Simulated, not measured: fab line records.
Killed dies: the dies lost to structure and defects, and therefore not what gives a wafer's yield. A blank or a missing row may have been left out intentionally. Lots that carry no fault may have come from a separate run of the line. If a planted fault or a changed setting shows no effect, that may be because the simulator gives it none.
Commonality check across tools	flow berkeley-cmos170	15 lots and 45 wafers in the sample

## REASON FOR OPENING
UCB170_ACTIVE_THK_MEAS_06, reading ACTIVE_NITRIDE_THK: flagged on 3 of 15 lots. No-fault wafers: 220.7 nm, standard deviation 2.
Rule: a lot is flagged in two cases, either no wafer of it has a number, or all its wafers with numbers fall more than 4 standard deviations from that mean. The rest of the lots are taken to be sound.

lot	measured	on	ACTIVE_NITRIDE_THK (nm), wafer by wafer	flag
L368	day 4 12:37	film-metro-01	220.1 219.6 219.0	
L369	day 5 06:18	film-metro-04	219.0 219.9 219.0	
L372	day 5 12:02	film-metro-03	219.5 219.0 218.8	
L371	day 5 12:04	film-metro-01	220.8 221.8 220.5	
L373	day 6 03:59	film-metro-01	220.3 220.3 219.7	
L374	day 6 03:59	film-metro-03	219.7 220.0 218.2	
L375	day 6 04:01	film-metro-04	221.1 219.6 219.6	
L376	day 6 04:03	film-metro-04	219.4 217.4 219.8	
L378	day 6 13:58	film-metro-04	220.7 219.4 218.7	
L379	day 6 13:58	film-metro-01	217.2 218.3 219.4	
L381	day 7 11:38	film-metro-04	217.7 219.6 217.8	
L382	day 7 18:38	film-metro-04	327.4 327.0 326.3	FLAGGED
L383	day 7 18:38	film-metro-01	328.6 327.2 328.0	FLAGGED
L384	day 7 18:39	film-metro-03	327.0 327.8 327.4	FLAGGED
L385	day 8 00:43	film-metro-01	222.5 222.3 221.2	
The mean of the flagged lots' numbers is 327.4 nm, +106.7 nm from the usual (+53 standard deviations).

## WHICH TOOL RAN EACH LOT
The record holds 1 process step before the reading, out of a route of 331 steps. Read each cell as the tool, then ch plus the chambers that the sampled wafers visited, then the start.
lot	flag	UCB170_ACTIVE_CVD_05
L368		lpcvd-02 ch 0, day 4 10:42
L369		lpcvd-01 ch 0, day 5 04:22
L372		lpcvd-01 ch 1, day 5 10:07
L371		lpcvd-01 ch 0, day 5 10:07
L373		lpcvd-02 ch 1, day 6 02:04
L374		lpcvd-02 ch 0, day 6 02:04
L375		lpcvd-02 ch 1, day 6 02:04
L376		lpcvd-02 ch 1, day 6 02:04
L378		lpcvd-01 ch 1, day 6 12:01
L379		lpcvd-01 ch 0, day 6 12:01
L381		lpcvd-01 ch 1, day 7 09:42
L382	FLAGGED	lpcvd-01 ch 1, day 7 16:43
L383	FLAGGED	lpcvd-01 ch 1, day 7 16:43
L384	FLAGGED	lpcvd-01 ch 1, day 7 16:43
L385		lpcvd-02 ch 1, day 7 22:49
What the steps here do:
- UCB170_ACTIVE_CVD_05: deposits Si3N4 from SiH2Cl2/NH3, target thk 220 nm, time 3300 s.
- UCB170_ACTIVE_THK_MEAS_06

## FLAGGED AGAINST TOTAL, ONE TOOL AT A TIME (gauges that did the reading follow at the end)
step	tool	lots run	flagged	share of the flagged lots	sound lots run after its first flagged lot
UCB170_ACTIVE_CVD_05	lpcvd-01	9	3	all	0
UCB170_ACTIVE_CVD_05	lpcvd-02	6	0	none	-
UCB170_ACTIVE_THK_MEAS_06	film-metro-01	6	1	some	1 (L385)
UCB170_ACTIVE_THK_MEAS_06	film-metro-03	3	1	some	0
UCB170_ACTIVE_THK_MEAS_06	film-metro-04	6	1	some	0

## WHAT THE TABLE PERMITS
1 row of the table ran every flagged lot: lpcvd-01 at UCB170_ACTIVE_CVD_05.
- lpcvd-01 at UCB170_ACTIVE_CVD_05 ran 9 lots, 3 of them flagged. A fault beginning between L381 (day 7 09:42), its last sound lot, and L382 (day 7 16:43), its first flagged one, fits the data.
Left over: one tool, lpcvd-01 at UCB170_ACTIVE_CVD_05.

## WHAT THE SIMULATOR HAD PUT IN
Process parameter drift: lpcvd-01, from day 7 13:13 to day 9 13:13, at UCB170_ACTIVE_CVD_05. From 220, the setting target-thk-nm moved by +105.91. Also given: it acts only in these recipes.
Shown lots that were struck: L382, L383, L384. The rule above found the same.
